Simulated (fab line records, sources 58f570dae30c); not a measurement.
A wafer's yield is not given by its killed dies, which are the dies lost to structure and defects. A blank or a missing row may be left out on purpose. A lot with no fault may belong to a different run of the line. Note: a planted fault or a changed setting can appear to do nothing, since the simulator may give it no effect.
The same fault as seen by 2 desks ; flow berkeleyCmos170 ; only its own numbers are on each desk; what lay behind them is given at the end

## METROLOGY DESK
What the gauges read, lot by lot, whatever tool the lot ran on: means of the sampled wafers that have a number. A lot is out of limits, marked OUT, if its mean lies more than 4 standard deviations from the usual mean; the brackets give that distance.
Columns: A = cdNm at UCB170_V1_CD_MEAS_90, usual 699.6 nm; B = V2_BOW at UCB170_V2_BOW_MEAS_03, usual 36 um
lot;first seen here;A;B
L945;day 8 23:41;699.8;32
L942;day 9 01:37;699.5;35
L944;day 9 03:35;701.6;42
L947;day 9 09:46;700.6;31
L948;day 9 11:49;699.9;36
L946;day 9 17:59;699.2;36
L950;day 9 18:32;701.7;43
L949;day 9 19:28;699.1;39
L951;day 10 06:47;699.6;38
L953;day 10 07:42;696.4;35
L952;day 10 09:44;698.9;44
L954;day 10 16:29;700.3;44
L956;day 10 20:17;699.6;31
L955;day 10 22:23;702.3;40
L957;day 10 23:00;700.6;30
Result from this desk: across the 15 lots, nothing is out of limits.

## AT THE TOOL OWNER'S DESK: furnace-03
The tool's own readings at UCB170_M1_ANNEAL_14 (time 1200 s): means of the sampled wafers that have a number, for each lot that ran on this tool. A lot is out of limits, marked OUT, if its mean lies more than 4 standard deviations from the usual mean; the brackets give that distance. It has 8 readings, of which 7 appear: the earliest out of limits, and the ones furthest out on some lot.
Columns: A = spikeTcCentreC at UCB170_M1_ANNEAL_14, usual 402.7 C; B = spikeTcLoadC at UCB170_M1_ANNEAL_14, usual 418.5 C; C = spikeTcSourceC at UCB170_M1_ANNEAL_14, usual 419.3 C; D = tubeCenterTempC at UCB170_M1_ANNEAL_14, usual 400 C; E = tube_center_temp_C_max at UCB170_M1_ANNEAL_14, usual 401.03; F = zonePowerLoadPct at UCB170_M1_ANNEAL_14, usual 5.92 %; G = zonePowerSourcePct at UCB170_M1_ANNEAL_14, usual 5.22 %
lot;first seen here;A;B;C;D;E;F;G
L945;day 8 19:16;402.5;418.2;419.7;400;400.94;5.93;5.21
L942;day 8 20:36;403.1;418.8;419.0;400;401.11;5.94;5.17
L944;day 8 21:56;403.2;419.1;418.5;400;400.98;5.89;5.23
L947;day 9 05:53;402.1;419.5;418.9;400;401.13;5.95;5.23
L948;day 9 07:13;402.4;419.6;419.4;400;400.93;5.95;5.17
L946;day 9 12:53;402.4;418.0;419.3;400;400.96;5.91;5.22
L950;day 9 14:13;401.6;417.2;419.0;400;401.30;5.94;5.24
L949;day 9 15:34;402.4;417.8;420.1;400;400.95;5.91;5.21
L951;day 10 02:33;401.9;418.1;419.9;400;400.87;5.93;5.20
L953;day 10 03:53;403.0;419.0;419.8;400;401.02;5.94;5.27
L952;day 10 06:00;402.9;419.1;420.8;400;401.13;5.88;5.21
L954;day 10 12:07;402.1;418.6;419.3;400;401.02;5.88;5.23
L956;day 10 15:22;483.2 (+87) OUT;499.2 (+81) OUT;499.8 (+73) OUT;480 (+99 or more) OUT;480.92 (+99 or more) OUT;8.20 (+42) OUT;7.02 (+35) OUT
L955;day 10 16:41;482.9 (+86) OUT;500.0 (+82) OUT;500.4 (+74) OUT;480 (+99 or more) OUT;481.11 (+99 or more) OUT;8.11 (+41) OUT;7.08 (+36) OUT
L957;day 10 16:41;483.1 (+86) OUT;499.3 (+81) OUT;501.0 (+74) OUT;480 (+99 or more) OUT;481.23 (+99 or more) OUT;8.09 (+40) OUT;7.12 (+37) OUT
This desk finds L955, L956, L957 out of limits, L956 being first, at day 10 15:22 (spikeTcCentreC at UCB170_M1_ANNEAL_14). In limits: L945, L942, L944, L947, L948, L946, L950, L949, L951, L953, L952, L954.

## BROUGHT TOGETHER
The tool owner's desk could have raised an alarm at day 10 15:22, on L955, L956, L957.
From the metrology desk's view, nothing was out of limits.
The metrology desk holds a record of L955, L956, L957, inside its limits.
Every lot named ran UCB170_M1_ANNEAL_14 on furnace-03.

## WHAT WAS PUT IN BY THE SIMULATOR
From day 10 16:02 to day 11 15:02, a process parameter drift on furnace-03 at UCB170_M1_ANNEAL_14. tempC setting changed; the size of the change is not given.
Lots struck among those shown: L955, L956, L957.
